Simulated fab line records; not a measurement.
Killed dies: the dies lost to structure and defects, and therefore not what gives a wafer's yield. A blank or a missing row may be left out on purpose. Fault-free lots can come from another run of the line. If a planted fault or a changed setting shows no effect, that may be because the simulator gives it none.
Which tool is to blame? :: flow ritCmos :: 42 wafers from 14 lots sampled at 2 of the route's 202 steps

WHAT THE GAUGES READ, wafer by wafer
RIT_CONTACT_THK_MEAS_01.
lot: L417
measured: day 3 17:31
on: filmMetro-01
CONTACT_TEOS_THK (nm): 401 406 405

lot: L418
measured: day 3 20:14
on: filmMetro-02
CONTACT_TEOS_THK (nm): 396 407 408

lot: L419
measured: day 3 20:42
on: filmMetro-01
CONTACT_TEOS_THK (nm): 396 401 401

lot: L420
measured: day 4 01:20
on: filmMetro-01
CONTACT_TEOS_THK (nm): 399 404 404

lot: L423
measured: day 4 13:07
on: filmMetro-01
CONTACT_TEOS_THK (nm): 401 408 406

lot: L424
measured: day 5 00:18
on: filmMetro-04
CONTACT_TEOS_THK (nm): 404 403 408

lot: L426
measured: day 5 02:41
on: filmMetro-04
CONTACT_TEOS_THK (nm): 393 401 402

lot: L427
measured: day 5 13:04
on: filmMetro-04
CONTACT_TEOS_THK (nm): 393 395 399

lot: L428
measured: day 5 19:41
on: filmMetro-02
CONTACT_TEOS_THK (nm): 393 398 397

lot: L429
measured: day 5 21:56
on: filmMetro-04
CONTACT_TEOS_THK (nm): 402 402 405

lot: L430
measured: day 6 02:27
on: filmMetro-02
CONTACT_TEOS_THK (nm): 403 401 404

lot: L435
measured: day 7 05:55
on: filmMetro-01
CONTACT_TEOS_THK (nm): 403 408 416

lot: L438
measured: day 7 17:28
on: filmMetro-02
CONTACT_TEOS_THK (nm): 404 407 418

lot: L440
measured: day 8 03:47
on: filmMetro-04
CONTACT_TEOS_THK (nm): 405 400 398

TOOL THAT RAN EACH LOT (tool first, then ch and the chambers of the sampled wafers, then the start)
lot: L417
RIT_CONTACT_CVD_00: pecvd-02 ch 0,1,2, day 3 17:27

lot: L418
RIT_CONTACT_CVD_00: pecvd-01 ch 0,1, day 3 20:10

lot: L419
RIT_CONTACT_CVD_00: pecvd-03 ch 1,2, day 3 20:38

lot: L420
RIT_CONTACT_CVD_00: pecvd-02 ch 0,1,2, day 4 01:17

lot: L423
RIT_CONTACT_CVD_00: pecvd-02 ch 0,2, day 4 13:02

lot: L424
RIT_CONTACT_CVD_00: pecvd-01 ch 0,2, day 5 00:15

lot: L426
RIT_CONTACT_CVD_00: pecvd-03 ch 0,1, day 5 02:37

lot: L427
RIT_CONTACT_CVD_00: pecvd-01 ch 1,2, day 5 12:59

lot: L428
RIT_CONTACT_CVD_00: pecvd-03 ch 0,2, day 5 19:38

lot: L429
RIT_CONTACT_CVD_00: pecvd-02 ch 0,1, day 5 21:53

lot: L430
RIT_CONTACT_CVD_00: pecvd-01 ch 0,1, day 6 02:23

lot: L435
RIT_CONTACT_CVD_00: pecvd-02 ch 0,1, day 7 05:51

lot: L438
RIT_CONTACT_CVD_00: pecvd-02 ch 0,1,2, day 7 17:24

lot: L440
RIT_CONTACT_CVD_00: pecvd-03 ch 0,1,2, day 8 03:44
- RIT_CONTACT_CVD_00: deposits SiO2 from TEOS, target thk 400 nm, time 61 s.

AS READ BY THE TOOLS THEMSELVES (means over the sampled wafers that have a number; for cases with no such wafer, the mark the record gives instead)
RIT_CONTACT_CVD_00.
lot: L417
tool: pecvd-02
heaterPowerW (W): 298
rfFwdPowerW (W): 397.2

lot: L418
tool: pecvd-01
heaterPowerW (W): 276
rfFwdPowerW (W): 396.0

lot: L419
tool: pecvd-03
heaterPowerW (W): 311
rfFwdPowerW (W): 399.4

lot: L420
tool: pecvd-02
heaterPowerW (W): 314
rfFwdPowerW (W): 398.1

lot: L423
tool: pecvd-02
heaterPowerW (W): 292
rfFwdPowerW (W): 396.1

lot: L424
tool: pecvd-01
heaterPowerW (W): 379
rfFwdPowerW (W): 396.6

lot: L426
tool: pecvd-03
heaterPowerW (W): 246
rfFwdPowerW (W): 398.1

lot: L427
tool: pecvd-01
heaterPowerW (W): 300
rfFwdPowerW (W): 395.8

lot: L428
tool: pecvd-03
heaterPowerW (W): 267
rfFwdPowerW (W): 397.0

lot: L429
tool: pecvd-02
heaterPowerW (W): 297
rfFwdPowerW (W): 398.2

lot: L430
tool: pecvd-01
heaterPowerW (W): 310
rfFwdPowerW (W): 397.9

lot: L435
tool: pecvd-02
heaterPowerW (W): 298
rfFwdPowerW (W): 430.5

lot: L438
tool: pecvd-02
heaterPowerW (W): 305
rfFwdPowerW (W): 413.6

lot: L440
tool: pecvd-03
heaterPowerW (W): 317
rfFwdPowerW (W): 397.2

THE ANSWER, worked out from the rows above alone
Rule: the usual values come from the lots themselves. Put in order of their means at a reading, lots are off if they are a third of the lots or fewer, leave a main group of 4 or more, and stand apart from it by a gap of 3 or more times the standard deviation of the main group's means; of several such gaps the widest counts. A main group is skipped when, at the precision printed for the reading in the tables above, its means are all equal. Also off: a lot with no number at a reading for which 4 or more lots have one. The other lots that the step has rows for count as sound. First the gauges in route order, then the tools' own readings, where a lot's mean is used as printed above. At the first step where some lot is off, the reading lying furthest off is the one used; lots without a number count as furthest.
Off: L435, L438, at RIT_CONTACT_CVD_00 (rfFwdPowerW). The main group: mean 397.3 W, standard deviation 1.
If a tool, at that step or one of the process steps before it, ran each lot that is off and ran no sound lot following the first of them, it fits. One fits: RIT_CONTACT_CVD_00 on pecvd-02. Its last sound lot is L429 (day 5 21:53), its first lot that is off L435 (day 7 05:51): a fault that began between those two fits.
The tool's own readings at RIT_CONTACT_CVD_00 bear it out: on the lots that are off they differ by more than 5 times the standard deviation of the sound lots' means. rfFwdPowerW reads 422.1 W there against 397.3 W on the sound lots.

WHAT WAS PUT IN BY THE SIMULATOR
pecvd-02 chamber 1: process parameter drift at RIT_CONTACT_CVD_00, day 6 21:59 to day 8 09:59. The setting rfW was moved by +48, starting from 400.
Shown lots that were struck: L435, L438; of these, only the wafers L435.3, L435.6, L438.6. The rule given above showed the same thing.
